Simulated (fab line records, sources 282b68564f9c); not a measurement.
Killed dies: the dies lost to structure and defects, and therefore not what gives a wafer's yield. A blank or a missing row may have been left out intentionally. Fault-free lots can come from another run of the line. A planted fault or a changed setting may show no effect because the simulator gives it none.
fab line records	flow rit-cmos
[record] lots = 14	wafers = 42	last-day = 7
route steps=202 shown NRETRO@59 GATE@84 NLDD@112
lots untouched by any fault: they come from a run of this same line in which no faults occurred
start-h: hours from the record's first day to the start of the lot's first wafer shown	wait-h: hours elapsed since this lot's preceding step	" identical to the entry in the row above	L1.1+2: a single row standing in for several wafers	- either no value or no given start	* or withheld: withheld	< > ~ a bound
route shown NAME@n: a module of which the file shows steps, and the number in the route of the first	usual: the fault-free wafers' mean and standard deviation	same: alike in all rows	chamber/n: place in a boat	sites: each site's reading	_std_site: the values' standard deviation	_edge_site: inner sites' mean taken away from outer sites' mean	radius-mm: for every site, how far away it sits from the centre of the wafer	mask NAME#n: copy n	behind: tool/chamber where the wafer was last shaped	hold: why the lot went on hold/how many hours it stayed there/how the hold came to an end	device: whichever transistor did not switch (one of n, p or np)	end of line: at the end of the route, the tests of the same wafers	a step without rows: its recipe alone	killed: at the first sort, the dies lost to defects and structure; wafer yield is something else	map: shows each die of a wafer: x if killed, . if not, _ if none is there
set.NAME: the setting that was run; set.NAME@STEP: the one run at that earlier step	model.NAME: the simulator's own value behind a step, which no gauge read
route steps across a sampled set of lots; one table per step, one row per wafer
services: when a tool's chamber went out of use (start-h, in hours from the record's first day, below 0 if earlier), for how many hours, and the reason
[[steps]]
[step RIT_NRETRO_OVL_MEAS_06]
[usual] NRETRO_OVL = -0.1/1.2
lot.wafer	tool	chamber	start-h	wait-h	NRETRO_OVL[nm]
L641.2	overlay-02	-	29.34	-	0.4
L641.4	"	-	"	"	-0.5
L641.6	"	-	"	"	-0.3
L642.2	overlay-02	-	36.84	-	-0.9
L642.3	"	-	"	"	-1.2
L642.5	"	-	"	"	-1.1
L643.1	overlay-02	-	39.88	-	-0.1
L643.3	"	-	"	"	0.5
L643.4	"	-	"	"	0.4
L645.2	overlay-02	-	49.23	-	1.0
L645.4	"	-	"	"	0.8
L645.5	"	-	"	"	-0.3
L646.1	overlay-02	-	53.82	-	-0.8
L646.3	"	-	"	"	0.8
L646.6	"	-	"	"	-0.8
L647.1	overlay-02	-	60.45	-	-1.2
L647.4	"	-	"	"	-1.8
L647.6	"	-	"	"	-0.2
L648.1	overlay-02	-	64.23	-	0.6
L648.4	"	-	"	"	0.0
L648.6	"	-	"	"	-1.1
L650.3	overlay-02	-	73.96	-	-1.0
L650.4	"	-	"	"	-1.8
L650.6	"	-	"	"	1.1
L652.1	overlay-02	-	85.64	-	-1.7
L652.2	"	-	"	"	-1.1
L652.6	"	-	"	"	0.2
L654.3	overlay-01	-	95.04	-	1.6
L654.4	"	-	"	"	1.2
L654.6	"	-	"	"	1.4
L655.1	overlay-01	-	100.75	-	-0.5
L655.2	"	-	"	"	1.1
L655.5	"	-	"	"	0.0
L656.1	overlay-01	-	104.19	-	0.4
L656.2	"	-	"	"	-0.5
L656.5	"	-	"	"	1.2
L661.4	overlay-01	-	130.55	-	3.0
L661.5	"	-	"	"	1.3
L661.6	"	-	"	"	0.6
L664.1	overlay-02	-	143.92	-	0.0
L664.3	"	-	"	"	1.0
L664.5	"	-	"	"	-0.4
[step RIT_NRETRO_TW_MEAS_10]
[usual] NRETRO_TW = 1041/10
lot.wafer	tool	chamber	start-h	wait-h	NRETRO_TW
L641.2	film-metro-04	-	29.96	0.1	1036
L641.4	"	-	"	"	1032
L641.6	"	-	"	"	1034
L642.2	film-metro-03	-	37.46	0.1	1044
L642.3	"	-	"	"	1040
L642.5	"	-	"	"	1048
L643.1	film-metro-02	-	40.49	0.1	1025
L643.3	"	-	"	"	1020
L643.4	"	-	"	"	1024
L645.2	film-metro-03	-	49.85	0.1	1056
L645.4	"	-	"	"	1052
L645.5	"	-	"	"	1050
L646.1	film-metro-03	-	54.44	0.1	1048
L646.3	"	-	"	"	1050
L646.6	"	-	"	"	1052
L647.1	film-metro-04	-	61.06	0.1	1035
L647.4	"	-	"	"	1041
L647.6	"	-	"	"	1047
L648.1	film-metro-02	-	64.84	0.1	1031
L648.4	"	-	"	"	1033
L648.6	"	-	"	"	1031
L650.3	film-metro-03	-	74.57	0.1	1056
L650.4	"	-	"	"	1052
L650.6	"	-	"	"	1050
L652.1	film-metro-04	-	86.25	0.1	1040
L652.2	"	-	"	"	1042
L652.6	"	-	"	"	1046
L654.3	film-metro-03	-	95.66	0.1	1043
L654.4	"	-	"	"	1046
L654.6	"	-	"	"	1047
L655.1	film-metro-03	-	101.36	0.1	1048
L655.2	"	-	"	"	1048
L655.5	"	-	"	"	1050
L656.1	film-metro-04	-	104.80	0.1	1042
L656.2	"	-	"	"	1040
L656.5	"	-	"	"	1044
L661.4	film-metro-02	-	131.17	0.1	1015
L661.5	"	-	"	"	1025
L661.6	"	-	"	"	1021
L664.1	film-metro-03	-	144.54	0.1	1048
L664.3	"	-	"	"	1041
L664.5	"	-	"	"	1042
[step RIT_GATE_CVD_08]
[recipe] material = poly-Si	target-thk-nm = 250	temp-c = 610	precursor = SiH4	time-s = 2220	pressure-mtorr = 300	sih4-flow-sccm = 100
[usual] spike-tc-centre-C = 612.3/1.4
lot.wafer	tool	chamber	start-h	wait-h	spike-tc-centre-C
L641.2	lpcvd-02	1	34.23	0.7	614.3
L641.4	"	1	"	"	614.7
L641.6	"	1	"	"	614.2
L642.2	lpcvd-01	0	41.08	0.0	611.2
L642.3	"	0	"	"	611.4
L642.5	"	0	"	"	611.1
L643.1	lpcvd-01	1	44.00	0.1	611.2
L643.3	"	1	"	"	610.8
L643.4	"	1	"	"	608.5
L645.2	lpcvd-01	0	53.69	0.0	611.1
L645.4	"	0	"	"	610.3
L645.5	"	0	"	"	611.6
L646.1	lpcvd-01	0	58.76	0.1	611.5
L646.3	"	0	"	"	609.8
L646.6	"	0	"	"	611.1
L647.1	lpcvd-01	0	64.82	0.1	612.1
L647.4	"	0	"	"	611.6
L647.6	"	0	"	"	613.3
L648.1	lpcvd-02	1	68.46	0.1	612.6
L648.4	"	1	"	"	611.8
L648.6	"	1	"	"	615.2
L650.3	lpcvd-01	0	78.66	0.0	610.5
L650.4	"	0	"	"	612.0
L650.6	"	0	"	"	610.9
L652.1	lpcvd-02	0	89.85	0.1	613.7
L652.2	"	0	"	"	613.4
L652.6	"	0	"	"	611.9
L654.3	lpcvd-02	1	99.29	0.0	614.3
L654.4	"	1	"	"	612.8
L654.6	"	1	"	"	611.7
L655.1	lpcvd-02	0	105.00	0.1	611.5
L655.2	"	0	"	"	613.7
L655.5	"	0	"	"	611.8
L656.1	lpcvd-02	1	109.76	0.1	614.2
L656.2	"	1	"	"	612.2
L656.5	"	1	"	"	613.0
L661.4	lpcvd-01	1	134.99	0.0	611.5
L661.5	"	1	"	"	611.7
L661.6	"	1	"	"	610.8
L664.1	lpcvd-01	1	148.34	0.1	609.7
L664.3	"	1	"	"	611.5
L664.5	"	1	"	"	611.8
[step RIT_GATE_THK_MEAS_09]
[recipe] reads = poly-Si_of_GATE_CVD_08
[usual] GATE_POLY_THK = 249.3/2.3
lot.wafer	tool	chamber	start-h	wait-h	GATE_POLY_THK[nm]
L641.2	film-metro-04	-	35.86	0.0	250.9
L641.4	"	-	"	"	249.3
L641.6	"	-	"	"	249.3
L642.2	film-metro-01	-	42.71	0.0	252.0
L642.3	"	-	"	"	251.2
L642.5	"	-	"	"	251.0
L643.1	film-metro-04	-	45.61	0.0	252.9
L643.3	"	-	"	"	252.2
L643.4	"	-	"	"	254.9
L645.2	film-metro-04	-	55.32	0.0	250.9
L645.4	"	-	"	"	250.1
L645.5	"	-	"	"	252.1
L646.1	film-metro-01	-	60.38	0.0	250.2
L646.3	"	-	"	"	250.8
L646.6	"	-	"	"	250.1
L647.1	film-metro-04	-	66.44	0.0	248.9
L647.4	"	-	"	"	245.8
L647.6	"	-	"	"	252.0
L648.1	film-metro-04	-	70.07	0.0	247.4
L648.4	"	-	"	"	247.1
L648.6	"	-	"	"	246.7
L650.3	film-metro-01	-	80.30	0.0	249.5
L650.4	"	-	"	"	249.0
L650.6	"	-	"	"	248.3
L652.1	film-metro-01	-	91.47	0.0	246.9
L652.2	"	-	"	"	246.0
L652.6	"	-	"	"	246.0
L654.3	film-metro-04	-	100.93	0.0	249.2
L654.4	"	-	"	"	249.5
L654.6	"	-	"	"	246.3
L655.1	film-metro-04	-	106.61	0.0	238.3
L655.2	"	-	"	"	238.6
L655.5	"	-	"	"	237.9
L656.1	film-metro-04	-	112.18	0.0	238.2
L656.2	"	-	"	"	238.7
L656.5	"	-	"	"	237.4
L661.4	film-metro-01	-	136.63	0.0	251.2
L661.5	"	-	"	"	253.4
L661.6	"	-	"	"	249.2
L664.1	film-metro-01	-	149.96	0.0	248.0
L664.3	"	-	"	"	248.4
L664.5	"	-	"	"	247.9
[step RIT_GATE_ETCH_19]
[recipe] chemistry = SF6/CHF3/O2	time-s = 165	SF6_flow_sccm = 30	CHF3_flow_sccm = 30	O2_flow_sccm = 5	target = poly-Si	pressure-mtorr = 40	rf-w = 160	target-depth-a = 3125	over-etch-frac = 0.25	stop-on = SiO2
[usual] drypump-motor-current-A = 5.7/0.38	oes-product-au = 0.841/0.0086	throttle-valve-pct = 10.21/0.16
lot.wafer	tool	chamber	start-h	wait-h	drypump-motor-current-A	oes-product-au	rf-hours-counter-h	throttle-valve-pct
L641.2	rie-si-02	3	37.24	0.1	5.7	0.839	18	10.47
L641.4	"	1	"	"	5.3	0.838	79	10.33
L641.6	"	1	"	"	5.3	0.838	-	10.34
L642.2	rie-si-01	0	44.04	0.1	5.3	0.857	137	10.01
L642.3	"	3	"	"	5.9	0.864	161	10.21
L642.5	"	0	"	"	5.3	0.852	-	10.01
L643.1	rie-si-02	3	46.96	0.1	5.6	0.853	18	10.46
L643.3	"	0	"	"	5.9	0.846	140	10.26
L643.4	"	2	"	"	5.3	0.843	74	10.39
L645.2	rie-si-02	0	56.66	0.1	5.9	0.840	141	10.28
L645.4	"	2	"	"	5.3	0.835	74	10.39
L645.5	"	1	"	"	5.3	0.856	-	10.32
L646.1	rie-si-01	2	62.06	0.1	6.5	0.862	18	9.98
L646.3	"	1	"	"	5.7	0.854	127	10.11
L646.6	"	2	"	"	6.5	0.842	-	9.99
L647.1	rie-si-02	0	67.65	0.1	5.9	0.833	141	10.28
L647.4	"	1	"	"	5.3	0.830	80	10.33
L647.6	"	0	"	"	5.8	0.843	-	10.27
L648.1	rie-si-01	2	71.41	0.1	6.4	0.843	18	9.98
L648.4	"	2	"	"	6.4	0.844	-	9.99
L648.6	"	1	"	"	5.7	0.843	-	10.12
L650.3	rie-si-01	2	81.50	0.1	6.4	0.845	18	9.98
L650.4	"	1	"	"	5.7	0.854	127	10.10
L650.6	"	2	"	"	6.4	0.846	-	9.99
L652.1	rie-si-01	2	92.81	0.1	6.4	0.845	18	9.98
L652.2	"	3	"	"	5.9	0.821	0	10.20
L652.6	"	2	"	"	6.4	0.842	-	9.99
L654.3	rie-si-01	2	102.25	0.1	6.5	0.849	18	9.98
L654.4	"	3	"	"	5.9	0.838	0	10.20
L654.6	"	2	"	"	6.5	0.851	-	9.98
L655.1	rie-si-02	1	107.83	0.1	5.3	0.805	80	10.32
L655.2	"	0	"	"	5.9	0.806	141	10.26
L655.5	"	0	"	"	5.9	0.808	-	10.25
L656.1	rie-si-01	3	113.67	0.1	5.9	0.807	0	10.19
L656.2	"	2	"	"	6.4	0.821	18	9.98
L656.5	"	1	"	"	5.7	0.816	-	10.10
L661.4	rie-si-02	1	137.82	0.1	5.3	0.851	80	10.35
L661.5	"	3	"	"	5.6	0.846	-	10.48
L661.6	"	0	"	"	5.9	0.836	-	10.26
L664.1	rie-si-01	1	151.33	0.1	5.7	0.850	128	10.10
L664.3	"	2	"	"	6.4	0.850	19	9.98
L664.5	"	2	"	"	6.4	0.844	-	9.99
[step RIT_NLDD_STRIP_09]
[recipe] chemistry = O2	time-s = 180	resist = NOVOLAK	platen-temp-c = withheld	power-w = 500	pressure-mtorr = 4000	o2-flow-sccm = 4000
[usual] drypump-motor-current-A = 5.86/0.29
lot.wafer	tool	chamber	start-h	wait-h	drypump-motor-current-A	rf-hours-counter-h
L641.2	plasma-asher-01	1	42.02	0.1	6.34	38
L641.4	"	0	"	"	5.62	-
L641.6	"	0	"	"	5.61	-
L642.2	plasma-asher-01	0	48.64	0.1	5.59	38
L642.3	"	1	"	"	6.32	-
L642.5	"	1	"	"	6.31	-
L643.1	plasma-asher-01	1	52.00	0.1	6.31	39
L643.3	"	1	"	"	6.33	-
L643.4	"	0	"	"	5.58	-
L645.2	plasma-asher-01	1	62.29	0.1	6.32	40
L645.4	"	1	"	"	6.31	-
L645.5	"	1	"	"	6.30	-
L646.1	plasma-asher-01	1	67.37	0.1	6.31	40
L646.3	"	0	"	"	5.59	-
L646.6	"	0	"	"	5.60	-
L647.1	plasma-asher-02	0	72.36	0.1	5.94	30
L647.4	"	0	"	"	5.94	-
L647.6	"	1	"	"	5.77	-
L648.1	plasma-asher-02	0	76.29	0.1	5.96	30
L648.4	"	1	"	"	5.83	-
L648.6	"	1	"	"	5.77	-
L650.3	plasma-asher-03	0	87.14	0.1	6.04	-
L650.4	"	1	"	"	5.47	-
L650.6	"	0	"	"	6.03	-
L652.1	plasma-asher-03	1	97.57	0.1	5.50	45
L652.2	"	0	"	"	6.02	45
L652.6	"	0	"	"	6.07	-
L654.3	plasma-asher-02	0	107.07	0.1	5.92	-
L654.4	"	1	"	"	5.82	-
L654.6	"	0	"	"	5.95	-
L655.1	plasma-asher-02	1	112.46	0.1	5.76	34
L655.2	"	0	"	"	5.95	34
L655.5	"	0	"	"	5.97	-
L656.1	plasma-asher-03	1	118.36	0.1	5.50	0
L656.2	"	0	"	"	6.06	0
L656.5	"	1	"	"	5.48	-
L661.4	plasma-asher-01	1	142.58	0.1	6.32	-
L661.5	"	0	"	"	5.55	-
L661.6	"	1	"	"	6.30	-
L664.1	plasma-asher-02	0	156.03	0.1	5.94	39
L664.3	"	0	"	"	5.95	-
L664.5	"	0	"	"	5.96	-
[[services]]
tool	chamber	start-h	hours	kind
lpcvd-02	-	14.98	6.0	pm
rie-si-02	-	18.14	15.6	pm
rie-si-01	3	61.19	-	clean
rie-si-01	3	61.19	16.4	scheduled-down
rie-si-01	3	61.19	16.4	vent-cycle
rie-si-01	0	107.32	9.4	repair
plasma-asher-03	-	108.75	9.0	pm
plasma-asher-03	0	108.75	9.0	vent-cycle
plasma-asher-03	1	108.75	9.0	vent-cycle
plasma-asher-03	0	117.75	-	clean
plasma-asher-03	1	117.75	-	clean
lpcvd-01	-	131.62	2.8	pm
rie-si-01	3	140.81	2.7	repair
rie-si-02	0	152.44	-	clean
plasma-asher-03	-	153.41	2.8	pm
[[key]]
[first-sign] step = RIT_GATE_THK_MEAS_09	reading = GATE_POLY_THK	direction = down	sigmas = 4.8	usual = 249.3	struck = 238.2
[effect] step = RIT_GATE_ETCH_19	reading = oes-product-au	direction = down	sigmas = 3.6	usual = 0.841	struck = 0.810
met-at RIT_GATE_CVD_08
struck-lots L655,L656
tester-left-out L655,L656
not-acting-at RIT_NRETRO_OVL_MEAS_06,RIT_NRETRO_TW_MEAS_10,RIT_NLDD_STRIP_09
onset-between 99.29 105.00
[fault] kind = site-profile-drift	tool = lpcvd-02	chamber = -	onset-h = 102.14	steps = RIT_GATE_CVD_08	basis = fraction	max-abs-drift = 0.081226	slope-share-per-hr = 40.613	site-pattern = 0,0,0,0,0,-1,-1,-1,-1
// tester-left-out: of these lots the tester's yield and bins aren't shown, on N5 and GAA mostly nor the transistor test; their killed dies are dies lost to structure and defects alone, not to doping, threshold or leakage, so they don't give the yield
